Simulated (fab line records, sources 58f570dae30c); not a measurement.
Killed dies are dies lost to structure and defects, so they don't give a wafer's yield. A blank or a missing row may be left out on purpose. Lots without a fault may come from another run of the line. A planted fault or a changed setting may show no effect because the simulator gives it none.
Split-lot experiment | flow berkeley_cmos170 | 5 lots, 23 wafers read, on a route of 331 steps

THE SPLIT
At UCB170_M3_METAL_ETCH_18 (etches Al in Cl2/BCl3, stops on SiO2, target depth 1170 nm, time 195 s), the setting over_etch_frac was moved away from the recipe's 0.3 on 7 of the 23 wafers read, by -16.3% to +11.8%. The other wafers ran this setting at the recipe's value.

The reading is taken at the split's own step.

THE READING
KrF_of_M3_COAT_10.thk_nm (the simulator's own value, which no gauge read), in nm, at UCB170_M3_METAL_ETCH_18 (etches Al in Cl2/BCl3, stops on SiO2, target depth 1170 nm, time 195 s). The file gives no usual value for it. The 16 wafers here that ran the recipe average 207.9 nm, standard deviation 9.7 nm.

wafer  | tool, chamber at the split | over_etch_frac as run | against the recipe | KrF_of_M3_COAT_10.thk_nm, nm | against lot-mates on the recipe
L074.1 | rie_metal-02, 0            | 0.3                   | recipe             | 204.8                        | -
L074.2 | rie_metal-02, 1            | 0.3                   | recipe             | 206                          | -
L074.3 | rie_metal-02, 1            | 0.3                   | recipe             | 209.6                        | -
L074.4 | rie_metal-02, 0            | 0.3355                | +11.8%             | 181.3                        | -25.5
L074.6 | rie_metal-02, 0            | 0.3355                | +11.8%             | 185.8                        | -21.0
L075.1 | rie_metal-01, 1            | 0.3285                | +9.5%              | 191.3                        | -24.6
L075.2 | rie_metal-01, 0            | 0.3                   | recipe             | 221.5                        | -
L075.3 | rie_metal-01, 0            | 0.3                   | recipe             | 222.2                        | -
L075.4 | rie_metal-01, 1            | 0.3                   | recipe             | 204.1                        | -
L075.5 | rie_metal-01, 0            | 0.3285                | +9.5%              | 205.2                        | -10.7
L077.1 | rie_metal-02, 0            | 0.3                   | recipe             | 196.9                        | -
L077.2 | rie_metal-02, 1            | 0.251                 | -16.3%             | 230.3                        | +32.2
L077.4 | rie_metal-02, 1            | 0.251                 | -16.3%             | 237.2                        | +39.1
L077.5 | rie_metal-02, 0            | 0.3                   | recipe             | 199.3                        | -
L077.6 | rie_metal-02, 1            | 0.251                 | -16.3%             | 237.5                        | +39.4
L082.1 | rie_metal-04, 1            | 0.3                   | recipe             | 214.6                        | -
L082.2 | rie_metal-04, 1            | 0.3                   | recipe             | 217.6                        | -
L082.4 | rie_metal-04, 1            | 0.3                   | recipe             | 214.3                        | -
L082.5 | rie_metal-04, 1            | 0.3                   | recipe             | 210.3                        | -
L082.6 | rie_metal-04, 1            | 0.3                   | recipe             | 213.2                        | -
L083.1 | rie_metal-02, 0            | 0.3                   | recipe             | 189                          | -
L083.2 | rie_metal-02, 1            | 0.3                   | recipe             | 212.6                        | -
L083.5 | rie_metal-02, 0            | 0.3                   | recipe             | 191                          | -

THE FIT
A straight line over all 23 wafers: KrF_of_M3_COAT_10.thk_nm changes by -1.65 nm for each +1% of over_etch_frac; r = -0.81; the points scatter about the line by 9.1 nm.
The same after taking each lot's own level away (the mean of its wafers on the recipe; 23 wafers): -2.13 nm for each +1%; r = -0.94; scatter 6 nm.
On that fit, the largest move of over_etch_frac shifts the reading by 35 nm.
The lots' own levels span 197.53 to 215.93 nm, that is 1.9 times the standard deviation above.
So the lot-to-lot level changes the slope: the two fits differ.
Check: with one of the wafers moved furthest among these (-16.3%) left out of the fit, the line predicts +36.6 nm for it against its lot-mates. It came out at +32.2 nm against them.

OTHER SPLITS ON THESE WAFERS
These wafers also went through other splits before the reading. Each is held against what the fit with the lots' levels taken away leaves over:
other split on the same wafers | wafers away from the commonest value | r with KrF_of_M3_COAT_10.thk_nm (lot level and that fit taken away)
UCB170_V1_EXPOSE_09 dose_mj    | 7                                    | +0.06
UCB170_V1_PEB_10 peb_temp_c    | 3                                    | -0.27
UCB170_M3_EXPOSE_12 dose_mj    | 7                                    | +0.03

THE FILE'S OWN FIT
KrF_of_M3_COAT_10.thk_nm changes by -2.1 nm for each +1% of over_etch_frac, r = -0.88.
